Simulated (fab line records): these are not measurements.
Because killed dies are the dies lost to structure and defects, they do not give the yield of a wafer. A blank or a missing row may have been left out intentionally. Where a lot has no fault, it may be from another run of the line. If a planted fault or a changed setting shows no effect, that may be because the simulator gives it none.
fab line records -- flow berkeley_cmos170
record lots=14, wafers=42, last_day=13
route steps=331 shown ZERO@12 ACTIVE@75 PLDD@154 V2@305
lots with no fault: from the same line, run without faults
start_h: start of the lot's first displayed wafer, in hours after the record's first day -- wait_h: hours since the lot's step before -- " unchanged from the row above -- L1.1+2: one row covering several wafers at once -- - no value present, or no start provided -- * or withheld: withheld -- < > ~ a bound
route shown NAME@n: a module of which the file shows steps, and the number in the route of the first -- usual: mean/standard deviation of fault-free wafers -- same: alike in all rows -- chamber/n: place in a boat -- sites: the reading at each site -- _std_site: their standard deviation -- _edge_site: outer sites' mean less inner sites' -- radius_mm: for every site, how far away it sits from the centre of the wafer -- mask NAME#n: copy n -- behind: the most recent tool/chamber to have shaped the wafer -- hold: the reason the lot was held/the length of the hold in hours/how it ended -- device: whichever transistor did not switch (one of n, p or np) -- end of line: tests run on the same wafers once the route is complete -- step lacking rows: just its recipe -- killed: at the first sort, the dies lost to defects and structure; wafer yield is something else -- map: a wafer's dies, x killed, . not, _ none there
set.NAME: the run value of the setting; set.NAME@STEP: its run value at that earlier step -- model.NAME: the simulator's own value behind a step, which no gauge read
steps of the route over a sample of lots; a table a step, a row a wafer
services: when a tool's chamber went out of use (start_h, in hours from the record's first day, below 0 if earlier), for how many hours, and the reason
## steps
# step UCB170_ZERO_ETCH_06
# recipe chemistry=CHF3/CF4/Ar, target=SiO2, time_s=12, pressure_mtorr=100, rf_w=500, CHF3_flow_sccm=50, cf4_flow_sccm=10, Ar_flow_sccm=120, over_etch_frac=1.484
# usual cf4_flow_sccm=10.004/0.029, drypump_motor_current_A=5.6/0.44, oes_product_au=0.626/0.0091, rf_fwd_power_W=490.2/2.4, throttle_valve_pct=9.21/0.15
lot.wafer,tool,chamber,start_h,wait_h,cf4_flow_sccm,drypump_motor_current_A,oes_product_au,rf_fwd_power_W,rf_hours_counter_h,throttle_valve_pct
L319.3,rie_diel-01,2,25.01,-,9.979,4.9,0.637,492.2,13,8.99
L319.5,rie_diel-01,2,25.01,-,9.943,4.9,0.643,490.6,-,9.01
L319.6,rie_diel-01,3,25.01,-,10.013,5.8,0.623,490.5,-,9.12
L320.1,rie_diel-01,2,33.24,-,10.006,4.9,0.631,489.1,13,9.01
L320.2,rie_diel-01,3,33.24,-,9.984,5.9,0.614,490.1,29,9.12
L320.5,rie_diel-01,1,33.24,-,10.019,6.0,0.613,490.8,-,9.07
L322.1,rie_diel-02,1,42.60,-,10.043,5.5,0.618,489.8,130,9.42
L322.2,rie_diel-02,2,42.60,-,9.995,5.8,0.628,491.1,90,9.40
L322.5,rie_diel-02,0,42.60,-,10.042,5.6,0.630,489.1,-,9.33
L323.2,rie_diel-01,2,42.81,-,9.991,4.9,0.639,492.2,13,8.99
L323.3,rie_diel-01,1,42.81,-,10.047,6.0,0.619,491.0,6,9.08
L323.4,rie_diel-01,0,42.81,-,9.939,6.2,0.625,486.3,146,9.17
L324.4,rie_diel-03,1,52.79,-,9.993,6.4,0.632,486.1,13,9.34
L324.5,rie_diel-03,2,52.79,-,10.014,5.8,0.622,490.5,-,9.36
L324.6,rie_diel-03,3,52.79,-,10.033,5.5,0.637,490.6,-,9.14
L325.3,rie_diel-03,2,57.68,-,10.041,5.8,0.620,491.4,148,9.36
L325.4,rie_diel-03,1,57.68,-,10.044,6.4,0.634,488.0,14,9.34
L325.5,rie_diel-03,0,57.68,-,9.989,5.3,0.616,493.2,-,9.01
L327.1,rie_diel-01,0,66.11,-,9.978,6.2,0.638,486.2,147,9.19
L327.2,rie_diel-01,3,66.11,-,9.974,5.8,0.621,492.2,31,9.11
L327.6,rie_diel-01,3,66.11,-,9.962,5.8,0.619,492.2,-,9.12
L334.2,rie_diel-02,3,101.59,-,10.021,4.9,0.631,489.0,8,9.22
L334.4,rie_diel-02,0,101.59,-,9.987,5.6,0.633,489.3,-,9.32
L334.5,rie_diel-02,1,101.59,-,10.008,5.5,0.619,489.6,-,9.43
L333.1,rie_diel-03,2,101.87,-,10.058,5.8,0.627,489.0,151,9.35
L333.5,rie_diel-03,0,101.87,-,10.042,5.2,0.621,493.1,-,9.02
L333.6,rie_diel-03,1,101.87,-,9.965,6.3,0.631,488.9,-,9.33
L335.2,rie_diel-02,0,106.08,-,9.990,5.6,0.636,488.1,118,9.35
L335.4,rie_diel-02,0,106.08,-,10.021,5.6,0.623,489.4,-,9.33
L335.6,rie_diel-02,1,106.08,-,9.994,5.5,0.618,490.8,-,9.43
L336.1,rie_diel-01,1,109.69,-,9.995,6.0,0.616,489.5,10,9.06
L336.3,rie_diel-01,2,109.69,-,9.969,4.9,0.639,495.2,15,8.99
L336.5,rie_diel-01,2,109.69,-,10.011,4.9,0.640,493.4,-,9.01
L337.2,rie_diel-01,1,117.44,-,10.021,6.0,0.617,488.4,11,9.06
L337.3,rie_diel-01,0,117.44,-,10.017,6.2,0.630,487.1,151,9.18
L337.4,rie_diel-01,2,117.44,-,9.999,4.9,0.644,490.2,15,9.00
L339.3,rie_diel-02,3,132.47,-,9.974,4.9,0.638,489.5,9,9.22
L339.5,rie_diel-02,1,132.47,-,10.000,5.5,0.622,487.0,-,9.43
L339.6,rie_diel-02,2,132.47,-,9.929,5.8,0.622,493.4,-,9.37
L340.1,rie_diel-03,0,132.73,-,9.954,5.2,0.616,494.1,5,9.00
L340.2,rie_diel-03,3,132.73,-,10.058,5.5,0.631,494.7,151,9.14
L340.3,rie_diel-03,2,132.73,-,9.969,5.8,0.632,489.7,152,9.36
# step UCB170_ACTIVE_ETCH_15
# recipe chemistry=CH3F/Ar/O2, target=Si3N4, stop_on=SiO2, CH3F_flow_sccm=20, Ar_flow_sccm=50, O2_flow_sccm=7, pressure_mtorr=50, rf_w=450, target_depth_a=2420, over_etch_frac=0.1, time_s=151
# usual drypump_motor_current_A=5.6/0.38, oes_product_au=0.940/0.015, rf_fwd_power_W=448.0/1.5, throttle_valve_pct=8.01/0.12
lot.wafer,tool,chamber,start_h,wait_h,drypump_motor_current_A,oes_product_au,rf_fwd_power_W,rf_hours_counter_h,throttle_valve_pct
L319.3,rie_diel-02,2,97.11,0.0,5.8,0.922,449.3,91,8.19
L319.5,rie_diel-02,3,97.11,0.0,4.9,0.955,449.3,-,8.03
L319.6,rie_diel-02,2,97.11,0.0,5.8,0.925,449.9,-,8.18
L320.1,rie_diel-02,1,103.48,0.0,5.5,0.936,447.8,132,8.24
L320.2,rie_diel-02,0,103.48,0.0,5.6,0.951,446.0,118,8.13
L320.5,rie_diel-02,3,103.48,0.0,4.9,0.952,445.5,-,8.04
L322.1,rie_diel-01,3,111.07,0.0,5.8,0.943,445.8,34,7.92
L322.2,rie_diel-01,0,111.07,0.0,6.2,0.951,444.7,150,7.97
L322.5,rie_diel-01,0,111.07,0.0,6.2,0.947,443.6,-,7.98
L323.2,rie_diel-04,2,111.34,0.0,5.8,0.964,448.5,160,8.10
L323.3,rie_diel-04,3,111.34,0.0,5.5,0.955,446.6,1,8.07
L323.4,rie_diel-04,0,111.34,0.0,6.1,0.953,449.9,12,7.91
L324.4,rie_diel-02,3,131.64,0.0,4.9,0.976,446.0,9,8.02
L324.5,rie_diel-02,1,131.64,0.0,5.5,0.928,444.9,-,8.24
L324.6,rie_diel-02,0,131.64,0.0,5.6,0.961,445.8,-,8.12
L325.3,rie_diel-02,1,141.18,0.0,5.5,0.926,446.7,133,8.24
L325.4,rie_diel-02,0,141.18,0.0,5.6,0.946,448.1,119,8.12
L325.5,rie_diel-02,2,141.18,0.0,5.8,0.923,449.4,-,8.18
L327.1,rie_diel-01,0,141.31,0.0,6.2,0.953,448.7,152,7.98
L327.2,rie_diel-01,1,141.31,0.0,6.0,0.924,448.2,11,7.89
L327.6,rie_diel-01,2,141.31,0.0,4.9,0.976,449.6,-,7.81
L334.2,rie_diel-02,1,173.99,0.0,5.5,0.919,449.2,134,8.24
L334.4,rie_diel-02,3,173.99,0.0,4.9,0.944,447.7,10,8.05
L334.5,rie_diel-02,2,173.99,0.0,5.8,0.925,447.7,-,8.18
L335.2,rie_diel-01,2,174.20,0.0,4.9,0.942,447.6,18,7.81
L335.4,rie_diel-01,3,174.20,0.0,5.8,0.906,447.7,-,7.92
L335.6,rie_diel-01,1,174.20,0.0,6.0,0.909,446.1,-,7.89
L333.1,rie_diel-04,2,174.26,0.0,5.8,0.964,452.1,1,8.10
L333.5,rie_diel-04,3,174.26,0.0,5.5,0.939,448.8,-,8.07
L333.6,rie_diel-04,0,174.26,0.0,6.1,0.943,449.4,-,7.91
L336.1,rie_diel-02,1,182.42,0.0,5.5,0.931,448.0,134,8.25
L336.3,rie_diel-02,0,182.42,0.0,5.6,0.941,447.7,121,8.13
L336.5,rie_diel-02,2,182.42,0.0,5.8,0.950,448.2,-,8.19
L337.2,rie_diel-04,2,196.05,0.0,5.8,0.965,448.1,2,8.09
L337.3,rie_diel-04,1,196.05,0.0,5.6,0.937,447.9,110,7.96
L337.4,rie_diel-04,3,196.05,0.0,5.5,0.951,450.2,6,8.06
L339.3,rie_diel-04,1,204.64,0.0,5.6,0.924,447.0,110,7.95
L339.5,rie_diel-04,0,204.64,0.0,6.1,0.937,447.2,-,7.91
L339.6,rie_diel-04,1,204.64,0.0,5.6,0.940,447.0,-,7.96
L340.1,rie_diel-01,1,204.88,0.0,6.0,0.942,447.7,15,7.89
L340.2,rie_diel-01,3,204.88,0.0,5.9,0.946,449.1,38,7.93
L340.3,rie_diel-01,2,204.88,0.0,4.9,0.972,450.1,20,7.83
# step UCB170_PLDD_IMPLANT_09
# recipe species=BF2, dose_cm2=5e+13, energy_kev=10, tilt_deg=7, rotation_deg=180
lot.wafer,tool,chamber,start_h,wait_h
L319.3+5+6,implanter-01,0,156.97,0.1
L320.1+2+5,implanter-01,0,165.97,0.1
L322.1+2+5,implanter-01,0,173.41,0.1
L323.2+3+4,implanter-04,0,174.10,0.1
L324.4+5+6,implanter-04,0,199.03,0.1
L327.1+2+6,implanter-01,0,199.35,0.1
L325.3+4+5,implanter-02,0,199.68,0.1
L335.2+4+6,implanter-02,0,239.82,0.1
L333.1+5+6,implanter-04,0,240.20,0.1
L334.2+4+5,implanter-01,0,240.37,0.1
L334.2+4+5,implanter-01,0,240.69,0.3
L336.1+3+5,implanter-01,0,246.37,0.1
L336.1+3+5,implanter-01,0,246.69,0.3
L337.2+3+4,implanter-02,0,264.68,0.1
L339.3+5+6,implanter-01,0,278.07,0.1
L340.1+2+3,implanter-04,0,278.30,0.1
# step UCB170_PLDD_TW_MEAS_11
# usual PLDD_TW=1005/7.9
lot.wafer,tool,chamber,start_h,wait_h,PLDD_TW
L319.3,film_metro-01,-,157.19,0.1,997
L319.5,film_metro-01,-,157.19,0.1,987
L319.6,film_metro-01,-,157.19,0.1,992
L320.1,film_metro-02,-,166.22,0.1,1007
L320.2,film_metro-02,-,166.22,0.1,1005
L320.5,film_metro-02,-,166.22,0.1,1005
L322.1,film_metro-04,-,173.66,0.1,1011
L322.2,film_metro-04,-,173.66,0.1,1014
L322.5,film_metro-04,-,173.66,0.1,1010
L323.2,film_metro-01,-,174.34,0.1,995
L323.3,film_metro-01,-,174.34,0.1,999
L323.4,film_metro-01,-,174.34,0.1,997
L324.4,film_metro-04,-,199.23,0.1,1008
L324.5,film_metro-04,-,199.23,0.1,1004
L324.6,film_metro-04,-,199.23,0.1,1009
L327.1,film_metro-01,-,199.60,0.1,994
L327.2,film_metro-01,-,199.60,0.1,992
L327.6,film_metro-01,-,199.60,0.1,988
L325.3,film_metro-02,-,199.90,0.1,1002
L325.4,film_metro-02,-,199.90,0.1,1010
L325.5,film_metro-02,-,199.90,0.1,1007
L335.2,film_metro-01,-,240.05,0.1,999
L335.4,film_metro-01,-,240.05,0.1,999
L335.6,film_metro-01,-,240.05,0.1,998
L333.1,film_metro-02,-,240.45,0.1,998
L333.5,film_metro-02,-,240.45,0.1,1001
L333.6,film_metro-02,-,240.45,0.1,1002
L334.2,film_metro-04,-,240.92,0.1,1155
L334.4,film_metro-04,-,240.92,0.1,1150
L334.5,film_metro-04,-,240.92,0.1,1152
L336.1,film_metro-02,-,246.94,0.1,1138
L336.3,film_metro-02,-,246.94,0.1,1136
L336.5,film_metro-02,-,246.94,0.1,1132
L337.2,film_metro-04,-,264.92,0.1,1019
L337.3,film_metro-04,-,264.92,0.1,1025
L337.4,film_metro-04,-,264.92,0.1,1013
L339.3,film_metro-04,-,278.29,0.1,1017
L339.5,film_metro-04,-,278.29,0.1,1017
L339.6,film_metro-04,-,278.29,0.1,1016
L340.1,film_metro-02,-,278.55,0.1,1004
L340.2,film_metro-02,-,278.55,0.1,1003
L340.3,film_metro-02,-,278.55,0.1,1001
# step UCB170_SDANNEAL_RS_MEAS_04
# recipe thk_meas_gauge=four-point-probe
# usual PLDD_RS=1030/3.5
lot.wafer,tool,chamber,start_h,wait_h,PLDD_RS[ohm/sq]
L319.3,film_metro-02,-,172.63,0.1,1028
L319.5,film_metro-02,-,172.63,0.1,1029
L319.6,film_metro-02,-,172.63,0.1,1027
L320.1,film_metro-01,-,180.21,0.1,1030
L320.2,film_metro-01,-,180.21,0.1,1029
L320.5,film_metro-01,-,180.21,0.1,1029
L322.1,film_metro-04,-,188.11,0.1,1029
L322.2,film_metro-04,-,188.11,0.1,1032
L322.5,film_metro-04,-,188.11,0.1,1029
L323.2,film_metro-02,-,188.65,0.1,1032
L323.3,film_metro-02,-,188.65,0.1,1034
L323.4,film_metro-02,-,188.65,0.1,1031
L324.4,film_metro-01,-,213.44,0.1,1032
L324.5,film_metro-01,-,213.44,0.1,1029
L324.6,film_metro-01,-,213.44,0.1,1031
L325.3,film_metro-02,-,213.77,0.1,1028
L325.4,film_metro-02,-,213.77,0.1,1027
L325.5,film_metro-02,-,213.77,0.1,1029
L327.1,film_metro-04,-,213.91,0.1,1027
L327.2,film_metro-04,-,213.91,0.1,1027
L327.6,film_metro-04,-,213.91,0.1,1029
L334.2,film_metro-01,-,254.36,0.1,752
L334.4,film_metro-01,-,254.36,0.1,751
L334.5,film_metro-01,-,254.36,0.1,753
L333.1,film_metro-02,-,254.46,0.1,1032
L333.5,film_metro-02,-,254.46,0.1,1026
L333.6,film_metro-02,-,254.46,0.1,1028
L335.2,film_metro-04,-,254.67,0.1,1034
L335.4,film_metro-04,-,254.67,0.1,1036
L335.6,film_metro-04,-,254.67,0.1,1035
L336.1,film_metro-01,-,266.41,0.1,756
L336.3,film_metro-01,-,266.41,0.1,757
L336.5,film_metro-01,-,266.41,0.1,758
L337.2,film_metro-02,-,282.94,0.1,1027
L337.3,film_metro-02,-,282.94,0.1,1025
L337.4,film_metro-02,-,282.94,0.1,1024
L339.3,film_metro-04,-,292.87,0.1,1037
L339.5,film_metro-04,-,292.87,0.1,1037
L339.6,film_metro-04,-,292.87,0.1,1033
L340.1,film_metro-02,-,293.16,0.1,1027
L340.2,film_metro-02,-,293.16,0.1,1030
L340.3,film_metro-02,-,293.16,0.1,1032
# step UCB170_V2_OVL_MEAS_13
# usual V2_OVL=-2/5.2
lot.wafer,tool,chamber,start_h,wait_h,V2_OVL[nm]
L319.3,overlay-01,-,188.80,0.1,-1
L319.5,overlay-01,-,188.80,0.1,-8
L319.6,overlay-01,-,188.80,0.1,3
L320.1,overlay-01,-,197.35,0.1,5
L320.2,overlay-01,-,197.35,0.1,-4
L320.5,overlay-01,-,197.35,0.1,-5
L323.2,overlay-02,-,204.88,0.1,2
L323.3,overlay-02,-,204.88,0.1,-1
L323.4,overlay-02,-,204.88,0.1,3
L322.1,overlay-02,-,206.86,0.1,-8
L322.2,overlay-02,-,206.86,0.1,-13
L322.5,overlay-02,-,206.86,0.1,-3
L324.4,overlay-01,-,234.06,0.1,-3
L324.5,overlay-01,-,234.06,0.1,3
L324.6,overlay-01,-,234.06,0.1,-4
L325.3,overlay-02,-,234.33,0.1,4
L325.4,overlay-02,-,234.33,0.1,-3
L325.5,overlay-02,-,234.33,0.1,10
L327.1,overlay-02,-,234.80,0.1,-5
L327.2,overlay-02,-,234.80,0.1,-9
L327.6,overlay-02,-,234.80,0.1,-9
L334.2,overlay-01,-,272.91,0.1,-5
L334.4,overlay-01,-,272.91,0.1,-5
L334.5,overlay-01,-,272.91,0.1,-1
L335.2,overlay-02,-,273.32,0.1,7
L335.4,overlay-02,-,273.32,0.1,10
L335.6,overlay-02,-,273.32,0.1,7
L333.1,overlay-01,-,273.56,0.1,-4
L333.5,overlay-01,-,273.56,0.1,-13
L333.6,overlay-01,-,273.56,0.1,-2
L336.1,overlay-01,-,283.35,0.1,-7
L336.3,overlay-01,-,283.35,0.1,-8
L336.5,overlay-01,-,283.35,0.1,-8
L337.2,overlay-02,-,303.63,0.1,2
L337.3,overlay-02,-,303.63,0.1,-5
L337.4,overlay-02,-,303.63,0.1,2
L339.3,overlay-01,-,316.16,0.1,-7
L339.5,overlay-01,-,316.16,0.1,-2
L339.6,overlay-01,-,316.16,0.1,4
L340.1,overlay-02,-,316.18,0.1,5
L340.2,overlay-02,-,316.18,0.1,-11
L340.3,overlay-02,-,316.18,0.1,6
## services
tool,chamber,start_h,hours,kind
rie_diel-02,1,7.87,2.4,repair
rie_diel-03,2,27.38,3.8,repair
rie_diel-02,2,29.25,9.0,repair
implanter-01,-,49.74,4.2,repair
rie_diel-01,2,51.93,36.2,repair
rie_diel-02,-,53.54,14.6,pm
rie_diel-01,1,55.56,4.5,repair
implanter-01,-,55.71,4.8,repair
implanter-01,-,78.77,5.9,repair
rie_diel-02,3,79.04,3.4,repair
rie_diel-02,2,99.13,16.8,repair
rie_diel-02,-,119.44,0.2,repair
rie_diel-02,1,119.87,2.9,repair
rie_diel-01,-,120.99,2.3,repair
implanter-01,-,146.35,2.0,repair
rie_diel-02,-,175.94,0.7,repair
rie_diel-01,3,176.95,17.2,repair
implanter-01,-,191.05,4.2,repair
implanter-01,-,207.83,3.3,repair
rie_diel-02,-,211.60,2.8,pm
implanter-01,-,221.97,4.0,repair
rie_diel-02,0,224.07,87.1,repair
rie_diel-01,-,258.58,1.2,repair
rie_diel-01,3,266.61,2.8,repair
## key
first_sign step=UCB170_PLDD_IMPLANT_09, reading=visit, direction=added
effect step=UCB170_PLDD_TW_MEAS_11, reading=PLDD_TW, direction=up, sigmas=18, usual=1005, struck=1144
effect step=UCB170_SDANNEAL_RS_MEAS_04, reading=PLDD_RS, direction=down, sigmas=79, usual=1030, struck=755
met_at UCB170_PLDD_IMPLANT_09
struck_lots L334,L336
tester_left_out L334,L336
not_acting_at UCB170_ZERO_ETCH_06,UCB170_ACTIVE_ETCH_15,UCB170_V2_OVL_MEAS_13
fault kind=repeated_step_whole, tool=implanter-01,implanter-02,implanter-04, chamber=-, onset_h=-, steps=UCB170_PLDD_IMPLANT_09, times=1, scope=struck_lots_only
# tester_left_out: of these lots the tester's yield and bins aren't shown, on N5 and GAA mostly nor the transistor test; their killed dies are dies lost to structure and defects alone, not to doping, threshold or leakage, so they don't give the yield
